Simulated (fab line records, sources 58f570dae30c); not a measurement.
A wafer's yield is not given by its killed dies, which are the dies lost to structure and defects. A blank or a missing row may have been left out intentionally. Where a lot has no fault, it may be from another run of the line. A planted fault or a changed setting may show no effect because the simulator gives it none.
Split-lot study / flow berkeley-cmos170 / 5 lots, 23 wafers read, on a route of 331 steps

THE SPLIT
At UCB170_M3_SPUTTER_01 (material Al, target thk 900 nm, time 120 s), the setting time-s was moved away from the recipe's 120 s on 9 of the 23 wafers read, by -14.2% to +12.2%. This setting was run at the recipe's value on the other wafers.

FROM THE SPLIT TO THE READING: what the file shows between them, 6 steps
- UCB170_M3_RS_MEAS_02: measures by four-point-probe
- UCB170_M3_THK_MEAS_03: measures by xrf
- UCB170_M3_SOFTBAKE_11: time 60 s (also split here: temp-c)
- UCB170_M3_EXPOSE_12: exposes mask METAL3, target cd 700 nm
- UCB170_M3_PEB_13
- UCB170_M3_ETCH_17: etches BARC in N2/H2

THE READING
oes-product-au, in a.u., at UCB170_M3_METAL_ETCH_18 (etches Al in Cl2/BCl3, stops on SiO2, target depth 1170 nm, time 195 s). Fault-free wafers of this fab line usually give 0.849 a.u., standard deviation 0.015 a.u.

wafer=L074.4; tool, chamber at the split=pvd-sputter-01, -; time-s as run, s=120; against the recipe=recipe; oes-product-au, a.u.=0.833; against lot-mates on the recipe=-
wafer=L074.5; tool, chamber at the split=pvd-sputter-01, -; time-s as run, s=120; against the recipe=recipe; oes-product-au, a.u.=0.836; against lot-mates on the recipe=-
wafer=L074.6; tool, chamber at the split=pvd-sputter-01, -; time-s as run, s=120; against the recipe=recipe; oes-product-au, a.u.=0.878; against lot-mates on the recipe=-
wafer=L077.1; tool, chamber at the split=pvd-sputter-03, -; time-s as run, s=103; against the recipe=-14.2%; oes-product-au, a.u.=0.780; against lot-mates on the recipe=-0.083
wafer=L077.2; tool, chamber at the split=pvd-sputter-03, -; time-s as run, s=120; against the recipe=recipe; oes-product-au, a.u.=0.866; against lot-mates on the recipe=-
wafer=L077.3; tool, chamber at the split=pvd-sputter-03, -; time-s as run, s=120; against the recipe=recipe; oes-product-au, a.u.=0.861; against lot-mates on the recipe=-
wafer=L077.4; tool, chamber at the split=pvd-sputter-03, -; time-s as run, s=103; against the recipe=-14.2%; oes-product-au, a.u.=0.787; against lot-mates on the recipe=-0.076
wafer=L077.6; tool, chamber at the split=pvd-sputter-03, -; time-s as run, s=103; against the recipe=-14.2%; oes-product-au, a.u.=0.780; against lot-mates on the recipe=-0.083
wafer=L078.2; tool, chamber at the split=pvd-sputter-02, -; time-s as run, s=120; against the recipe=recipe; oes-product-au, a.u.=0.842; against lot-mates on the recipe=-
wafer=L078.3; tool, chamber at the split=pvd-sputter-02, -; time-s as run, s=120; against the recipe=recipe; oes-product-au, a.u.=0.840; against lot-mates on the recipe=-
wafer=L078.4; tool, chamber at the split=pvd-sputter-02, -; time-s as run, s=120; against the recipe=recipe; oes-product-au, a.u.=0.835; against lot-mates on the recipe=-
wafer=L078.5; tool, chamber at the split=pvd-sputter-02, -; time-s as run, s=120; against the recipe=recipe; oes-product-au, a.u.=0.847; against lot-mates on the recipe=-
wafer=L078.6; tool, chamber at the split=pvd-sputter-02, -; time-s as run, s=120; against the recipe=recipe; oes-product-au, a.u.=0.844; against lot-mates on the recipe=-
wafer=L079.1; tool, chamber at the split=pvd-sputter-03, -; time-s as run, s=120; against the recipe=recipe; oes-product-au, a.u.=0.860; against lot-mates on the recipe=-
wafer=L079.2; tool, chamber at the split=pvd-sputter-03, -; time-s as run, s=107.4; against the recipe=-10.5%; oes-product-au, a.u.=0.783; against lot-mates on the recipe=-0.065
wafer=L079.3; tool, chamber at the split=pvd-sputter-03, -; time-s as run, s=120; against the recipe=recipe; oes-product-au, a.u.=0.836; against lot-mates on the recipe=-
wafer=L079.4; tool, chamber at the split=pvd-sputter-03, -; time-s as run, s=107.4; against the recipe=-10.5%; oes-product-au, a.u.=0.782; against lot-mates on the recipe=-0.066
wafer=L079.6; tool, chamber at the split=pvd-sputter-03, -; time-s as run, s=107.4; against the recipe=-10.5%; oes-product-au, a.u.=0.793; against lot-mates on the recipe=-0.055
wafer=L082.2; tool, chamber at the split=pvd-sputter-02, -; time-s as run, s=134.6; against the recipe=+12.2%; oes-product-au, a.u.=0.902; against lot-mates on the recipe=+0.052
wafer=L082.3; tool, chamber at the split=pvd-sputter-02, -; time-s as run, s=120; against the recipe=recipe; oes-product-au, a.u.=0.839; against lot-mates on the recipe=-
wafer=L082.4; tool, chamber at the split=pvd-sputter-02, -; time-s as run, s=120; against the recipe=recipe; oes-product-au, a.u.=0.861; against lot-mates on the recipe=-
wafer=L082.5; tool, chamber at the split=pvd-sputter-02, -; time-s as run, s=134.6; against the recipe=+12.2%; oes-product-au, a.u.=0.910; against lot-mates on the recipe=+0.060
wafer=L082.6; tool, chamber at the split=pvd-sputter-02, -; time-s as run, s=134.6; against the recipe=+12.2%; oes-product-au, a.u.=0.903; against lot-mates on the recipe=+0.053

FIT RESULTS
A straight line over all 23 wafers: oes-product-au changes by +0.00493 a.u. for each +1% of time-s; r = +0.95; the points scatter about the line by 0.012 a.u.
The same after taking each lot's own level away (the mean of its wafers on the recipe; 23 wafers): +0.0053 a.u. for each +1%; r = +0.97; scatter 0.011 a.u.
According to that fit, moving time-s by its largest amount changes the reading by 0.075 a.u.
From 0.8416 to 0.8635 a.u.: that is the span of the lots' own levels, equal to 1.5 times the standard deviation above.
The two slopes agree, so the slope changes little with the lot-to-lot level.
Check: -0.0769 a.u. against its lot-mates is what the line predicts for one of the wafers moved furthest among these (-14.2%) when that wafer is left out of the fit. It came out at -0.0835 a.u. against them.

OTHER SPLITS ON THESE WAFERS
These wafers also went through other splits before the reading. Each is held against what the fit with the lots' levels taken away leaves over:
other split on the same wafers=UCB170_NSD_IMPLANT_08 tilt-deg; wafers away from the commonest value=10; r with oes-product-au (lot level and that fit taken away)=+0.27
other split on the same wafers=UCB170_M1_SPUTTER_00 power-w; wafers away from the commonest value=10; r with oes-product-au (lot level and that fit taken away)=-0.06
other split on the same wafers=UCB170_V1_ETCH_14 rf-w; wafers away from the commonest value=9; r with oes-product-au (lot level and that fit taken away)=+0.06
other split on the same wafers=UCB170_M2_METAL_ETCH_18 time-s; wafers away from the commonest value=8; r with oes-product-au (lot level and that fit taken away)=-0.17
other split on the same wafers=UCB170_V2_CMP_02 leave-above-ref-nm; wafers away from the commonest value=5; r with oes-product-au (lot level and that fit taken away)=-0.16
other split on the same wafers=UCB170_M3_SOFTBAKE_11 temp-c; wafers away from the commonest value=8; r with oes-product-au (lot level and that fit taken away)=-0.09

THE WHOLE CHAIN: every reading that the file lists as answering this split, in the file's order
step=UCB170_M3_SPUTTER_01; what it does=material Al, target thk 900 nm, time 120 s; reading=Al_of_M3_SPUTTER_01.thk-nm (the simulator's own value, which no gauge read); change (the file's fit)=+9.24 nm for each +1% of the setting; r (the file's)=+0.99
step=UCB170_M3_RS_MEAS_02; what it does=measures by four-point-probe; reading=M3_AL_RS; change (the file's fit)=-0.00036 for each +1% of the setting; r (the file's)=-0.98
step=UCB170_M3_THK_MEAS_03; what it does=measures by xrf; reading=M3_AL_THK; change (the file's fit)=+9.38 for each +1% of the setting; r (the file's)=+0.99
step=UCB170_M3_METAL_ETCH_18; what it does=etches Al in Cl2/BCl3, stops on SiO2, target depth 1170 nm, time 195 s; reading=oes-product-au; change (the file's fit)=+0.00539 a.u. for each +1% of the setting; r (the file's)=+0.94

FILE'S OWN FIT
oes-product-au changes by +0.00539 a.u. for each +1% of time-s, r = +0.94.
